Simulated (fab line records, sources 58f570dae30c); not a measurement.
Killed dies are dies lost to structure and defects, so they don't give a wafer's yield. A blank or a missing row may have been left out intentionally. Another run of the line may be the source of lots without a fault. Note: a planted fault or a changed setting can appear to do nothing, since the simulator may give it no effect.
Split-lot study | flow berkeleyCmos170 | 23 wafers read from 5 lots, route of 331 steps

THE SPLIT ITSELF
At UCB170_NVT_IMPLANT_07, the setting doseCm2 was moved away from the recipe's 3e+12 on 9 of the 23 wafers read, by +3.9% to +6.2%. This setting was run at the recipe's value on the other wafers.

FROM THE SPLIT ON TO THE READING: in between, the file shows 1 step
- UCB170_NVT_STRIP_08: strips in O2

THE READING
NVT_TW, at UCB170_NVT_TW_MEAS_09. A value of 526 with a standard deviation of 4.6 is what fault-free wafers of this fab line usually give.

wafer  | tool, chamber at the split | doseCm2 as run | against the recipe | NVT_TW | against lot-mates on the recipe
L075.1 | implanter-03, 0            | 3.117e+12      | +3.9%              | 534    | +12
L075.2 | implanter-03, 0            | 3e+12          | recipe             | 525    | -
L075.3 | implanter-03, 0            | 3.117e+12      | +3.9%              | 529    | +6
L075.4 | implanter-03, 0            | 3.117e+12      | +3.9%              | 532    | +10
L075.5 | implanter-03, 0            | 3e+12          | recipe             | 520    | -
L077.2 | implanter-01, 0            | 3e+12          | recipe             | 522    | -
L077.3 | implanter-01, 0            | 3e+12          | recipe             | 526    | -
L077.4 | implanter-01, 0            | 3e+12          | recipe             | 520    | -
L078.1 | implanter-02, 0            | 3e+12          | recipe             | 522    | -
L078.2 | implanter-02, 0            | 3e+12          | recipe             | 522    | -
L078.3 | implanter-02, 0            | 3e+12          | recipe             | 526    | -
L078.5 | implanter-02, 0            | 3e+12          | recipe             | 522    | -
L078.6 | implanter-02, 0            | 3e+12          | recipe             | 523    | -
L080.1 | implanter-03, 0            | 3.186e+12      | +6.2%              | 536    | +14
L080.2 | implanter-03, 0            | 3.186e+12      | +6.2%              | 532    | +10
L080.3 | implanter-03, 0            | 3.186e+12      | +6.2%              | 534    | +12
L080.5 | implanter-03, 0            | 3e+12          | recipe             | 521    | -
L080.6 | implanter-03, 0            | 3e+12          | recipe             | 524    | -
L084.1 | implanter-01, 0            | 3.125e+12      | +4.2%              | 528    | +5
L084.2 | implanter-01, 0            | 3e+12          | recipe             | 522    | -
L084.3 | implanter-01, 0            | 3.125e+12      | +4.2%              | 532    | +9
L084.4 | implanter-01, 0            | 3.125e+12      | +4.2%              | 527    | +4
L084.6 | implanter-01, 0            | 3e+12          | recipe             | 524    | -

FIT RESULTS
A straight line over all 23 wafers: NVT_TW changes by +1.82 for each +1% of doseCm2; r = +0.90; the points scatter about the line by 2.2.
The same after taking each lot's own level away (the mean of its wafers on the recipe; 23 wafers): +1.85 for each +1%; r = +0.90; scatter 2.2.
That fit puts the effect of the largest move of doseCm2 on the reading at 11.
Measured against the standard deviation above, the lots' own levels, which go from 522.5 to 523.0, span 0.1 times it.
Consequently the slope shifts little with the lot-to-lot level, the two slopes agreeing.
Check: for one of the wafers moved furthest among these (+6.2%), held out of the fit, the line's prediction against its lot-mates is +11.1. Against them it came out at +13.5.

ADDITIONAL SPLITS CARRIED BY THESE WAFERS
These wafers also went through other splits before the reading. Each is held against what the fit with the lots' levels taken away leaves over:
other split on the same wafers  | wafers away from the commonest value | r with NVT_TW (lot level and that fit taken away)
UCB170_START_OXIDATION_02 tempC | 15                                   | -0.04
UCB170_ACTIVE_EXPOSE_10 doseMj  | 8                                    | +0.32

THE FILE'S OWN FIT
NVT_TW changes by +1.81 for each +1% of doseCm2, r = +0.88.
